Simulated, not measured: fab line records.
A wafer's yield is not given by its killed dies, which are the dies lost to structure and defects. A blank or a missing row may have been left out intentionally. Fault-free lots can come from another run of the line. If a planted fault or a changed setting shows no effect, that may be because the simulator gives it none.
One fault through the eyes of 2 desks | flow berkeley_cmos170 | numbers are kept per desk, each desk with only its own; the story behind them comes last

THE TOOL OWNER'S DESK: pecvd-02
The tool's own readings at UCB170_SPACER_CVD_00 (deposits SiO2 from TEOS/O2, target thk 376 nm, time 47 s): means of the sampled wafers that have a number, for each lot that ran on this tool. Marked OUT: a lot whose mean sits more than 4 standard deviations from the usual mean, which makes it out of limits; the brackets give that distance.
Columns: A = heater_power_w at UCB170_SPACER_CVD_00, usual 260 W
lot  | first seen here | A
L715 | day 8 07:23     | 249
L719 | day 8 22:38     | 232
L722 | day 9 08:16     | 220
L723 | day 10 02:07    | 257
L728 | day 10 16:28    | 249
This desk found nothing out of limits on any of the 5 lots.

AT THE METROLOGY DESK
Lot by lot, what the gauges showed, no matter which tool ran the lot: averages of those sampled wafers that carry a number. Marked OUT: a lot whose mean sits more than 4 standard deviations from the usual mean, which makes it out of limits; the brackets give that distance.
Columns: A = SPACER_TEOS_THK at UCB170_SPACER_THK_MEAS_01, usual 373 nm; B = NSD_OVL at UCB170_NSD_OVL_MEAS_07, usual -1 nm
lot  | first seen here | A              | B
L712 | day 7 09:00     | 372            | -3
L714 | day 7 18:59     | 376            | -5
L713 | day 7 19:11     | 375            | -4
L715 | day 8 07:26     | 374            | -3
L716 | day 8 08:12     | 376            | -9
L719 | day 8 22:43     | 364            | 0
L718 | day 8 23:16     | 374            | -3
L722 | day 9 08:18     | 377            | 3
L720 | day 9 09:05     | 375            | 6
L721 | day 9 09:34     | 370            | -4
L723 | day 10 02:10    | 326 (-8.6) OUT | 0
L726 | day 10 16:19    | 373            | 5
L728 | day 10 16:30    | 328 (-8.3) OUT | -4
L734 | day 11 21:04    | 372            | 1
This desk's finding: out of limits on L723, L728; first on L723, day 10 02:10 (SPACER_TEOS_THK at UCB170_SPACER_THK_MEAS_01). In limits: L712, L714, L713, L715, L716, L719, L718, L722, L720, L721, L726, L734.

PUT TOGETHER
Metrology desk: alarm possible at day 10 02:10 on L723, L728.
The tool owner's desk saw nothing out of limits.
On record at the tool owner's desk: L723, L728, within its limits.
UCB170_SPACER_CVD_00 was run on pecvd-02 by each of the lots named.

WHAT HAD BEEN PUT IN BY THE SIMULATOR
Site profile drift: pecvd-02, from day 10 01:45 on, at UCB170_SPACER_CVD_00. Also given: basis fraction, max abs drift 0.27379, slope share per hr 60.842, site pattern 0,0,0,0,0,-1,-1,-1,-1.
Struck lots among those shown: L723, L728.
Hours from the fault's start to each desk's first reading out of limits: the metrology desk, 0.
